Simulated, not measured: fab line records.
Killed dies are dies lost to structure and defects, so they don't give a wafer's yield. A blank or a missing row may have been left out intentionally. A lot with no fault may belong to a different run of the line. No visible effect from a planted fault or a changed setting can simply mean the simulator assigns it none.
Which of the tools did it?	flow berkeley-cmos170	14 lots, 42 wafers sampled, at 5 steps of a route of 331

== WHAT THE GAUGES SHOWED, per wafer ==
UCB170_PWELL_TW_MEAS_17.
lot	measured	on	PWELL_TW
L183	day 3 13:17	film-metro-01	382 383 380
L182	day 3 13:34	film-metro-03	374 372 370
L185	day 3 23:39	film-metro-01	382 381 380
L187	day 4 08:52	film-metro-03	372 372 373
L188	day 4 13:33	film-metro-04	381 383 380
L191	day 4 23:37	film-metro-03	371 372 371
L190	day 4 23:52	film-metro-04	382 382 383
L192	day 5 13:05	film-metro-03	374 373 374
L194	day 5 16:41	film-metro-01	380 378 379
L195	day 6 01:28	film-metro-04	385 383 382
L196	day 6 11:41	film-metro-03	374 376 376
L199	day 7 00:44	film-metro-03	373 376 376
L200	day 7 00:58	film-metro-01	382 382 380
L205	day 8 08:05	film-metro-01	379 379 380

UCB170_WELLDRIVE_THK_MEAS_02.
lot	measured	on	WELLDRIVE_OXIDE_THK (nm)
L183	day 4 02:51	film-metro-04	198 195 198
L182	day 4 02:51	film-metro-02	200 198 199
L185	day 4 11:59	film-metro-01	201 202 203
L187	day 5 00:35	film-metro-04	199 203 198
L188	day 5 00:35	film-metro-01	201 202 201
L191	day 5 15:16	film-metro-02	198 194 195
L190	day 5 15:17	film-metro-01	193 198 196
L192	day 6 01:54	film-metro-02	196 198 197
L194	day 6 01:56	film-metro-01	195 198 194
L195	day 6 16:52	film-metro-04	195 196 196
L196	day 7 05:57	film-metro-02	198 201 199
L199	day 7 15:14	film-metro-02	222 222 222
L200	day 7 15:14	film-metro-01	228 229 226
L205	day 8 17:51	film-metro-01	192 193 195

UCB170_SCREENOX_THK_MEAS_02.
lot	measured	on	SCREENOX_OXIDE_THK (nm)
L183	day 6 00:41	film-metro-01	14.6 14.6 14.6
L182	day 6 00:38	film-metro-03	14.1 14.3 14.2
L185	day 6 16:41	film-metro-01	13.8 13.6 13.8
L187	day 7 07:37	film-metro-03	14.6 14.5 14.4
L188	day 7 07:41	film-metro-03	14.6 14.8 14.8
L191	day 8 00:03	film-metro-02	14.1 14.3 14.2
L190	day 8 00:01	film-metro-02	14.8 14.6 14.6
L192	day 8 11:52	film-metro-03	13.9 13.9 13.9
L194	day 8 11:50	film-metro-01	14.4 14.2 14.6
L195	day 9 01:17	film-metro-01	14.0 14.0 14.0
L196	day 9 07:10	film-metro-02	14.1 14.0 13.9
L199	day 9 07:11	film-metro-03	14.3 14.0 13.9
L200	day 9 07:07	film-metro-02	13.8 13.9 13.9
L205	day 10 18:22	film-metro-02	14.2 14.0 14.2

UCB170_FIELD_THK_MEAS_91.
lot	measured	on	FIELD_OXIDE_LEFT_2_THK (nm)
L183	day 6 09:15	film-metro-04	354 359 365
L182	day 6 09:01	film-metro-01	346 346 351
L185	day 7 04:52	film-metro-04	346 343 344
L187	day 7 17:55	film-metro-03	348 346 341
L188	day 7 18:02	film-metro-04	364 368 361
L191	day 8 10:19	film-metro-04	356 363 359
L190	day 8 12:42	film-metro-04	357 357 347
L192	day 8 18:51	film-metro-04	359 349 347
L194	day 8 22:25	film-metro-03	342 344 348
L195	day 9 11:08	film-metro-01	348 346 344
L196	day 9 17:25	film-metro-01	356 352 345
L199	day 9 17:12	film-metro-03	341 340 351
L200	day 9 16:32	film-metro-04	358 350 352
L205	day 11 07:05	film-metro-01	338 337 336

== EACH LOT AND THE TOOL THAT RAN IT (in order: tool; ch and the chambers of the sampled wafers; start) ==
lot	UCB170_WELLDRIVE_OXIDATION_01
L183	furnace-04 ch 0, day 3 23:21
L182	furnace-04 ch 0, day 3 23:21
L185	furnace-02 ch 0, day 4 08:29
L187	furnace-01 ch 0, day 4 21:05
L188	furnace-01 ch 0, day 4 21:05
L191	furnace-02 ch 0, day 5 11:46
L190	furnace-02 ch 0, day 5 11:46
L192	furnace-02 ch 0, day 5 22:22
L194	furnace-02 ch 0, day 5 22:22
L195	furnace-01 ch 0, day 6 13:20
L196	furnace-01 ch 0, day 7 02:27
L199	furnace-02 ch 0, day 7 11:43
L200	furnace-02 ch 0, day 7 11:43
L205	furnace-04 ch 0, day 8 14:20
- UCB170_WELLDRIVE_OXIDATION_01: target thk 199 nm, ox time 9000 s.

== AS READ BY THE TOOLS THEMSELVES (means over the sampled wafers that have a number; for cases with no such wafer, the mark the record gives instead) ==
UCB170_WELLDRIVE_OXIDATION_01.
lot	tool	ox-temp-c (C)	ox-temp-c-max	zone-power-centre-pct (%)
L183	furnace-04	1100.2	1105.0	52.2
L182	furnace-04	1099.4	1103.4	52.2
L185	furnace-02	1100.3	1106.3	57.5
L187	furnace-01	1100.5	1103.3	54.1
L188	furnace-01	1100.1	1102.6	53.6
L191	furnace-02	1100.1	1105.0	56.8
L190	furnace-02	1099.8	1105.2	56.8
L192	furnace-02	1099.9	1105.4	57.0
L194	furnace-02	1099.3	1104.7	57.4
L195	furnace-01	1099.8	1102.7	53.4
L196	furnace-01	1099.7	1102.5	53.8
L199	furnace-02	1100.3	1105.9	57.7
L200	furnace-02	1099.9	1105.0	57.2
L205	furnace-04	1099.9	1104.0	52.0

== THE ANSWER, worked out from the rows above alone ==
Rule: the lots themselves supply what counts as usual. The widest of any qualifying gaps counts: lots, ordered by their means at a reading, are off when they make up no more than a third of the lots, leave a main group of 4 or more, and stand apart from it by 3 or more times the standard deviation of that group's means. The tables above print the reading to a certain number of digits; a main group whose means all agree to those digits is not used. A lot without any number at a reading at which 4 lots or more have one is off too. The other lots that the step has rows for count as sound. After the gauges, taken in route order, come the tools' own readings; for these a lot's mean is taken, as printed above. The first step at which some lot is off is used, and at that step the reading that is off furthest; a lot without a number counts as furthest.
Off: at UCB170_WELLDRIVE_THK_MEAS_02 (WELLDRIVE_OXIDE_THK), L199, L200. The main group has a mean of 198 nm with a standard deviation of 2.5.
If a tool, at a process step before that reading, ran all the lots that are off and no sound lot after the first of them, it fits. The gauges at UCB170_WELLDRIVE_THK_MEAS_02 are tried like those tools. One candidate fits, namely furnace-02 at UCB170_WELLDRIVE_OXIDATION_01. Its last sound lot is L192 (day 5 22:22), its first lot that is off L199 (day 7 11:43): a fault that began between those two fits.

== WHAT HAD BEEN PUT IN BY THE SIMULATOR ==
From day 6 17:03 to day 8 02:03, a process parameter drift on furnace-02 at UCB170_WELLDRIVE_OXIDATION_01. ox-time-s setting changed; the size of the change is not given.
Lots struck among those shown: L199, L200. This agrees with what the rule above found.
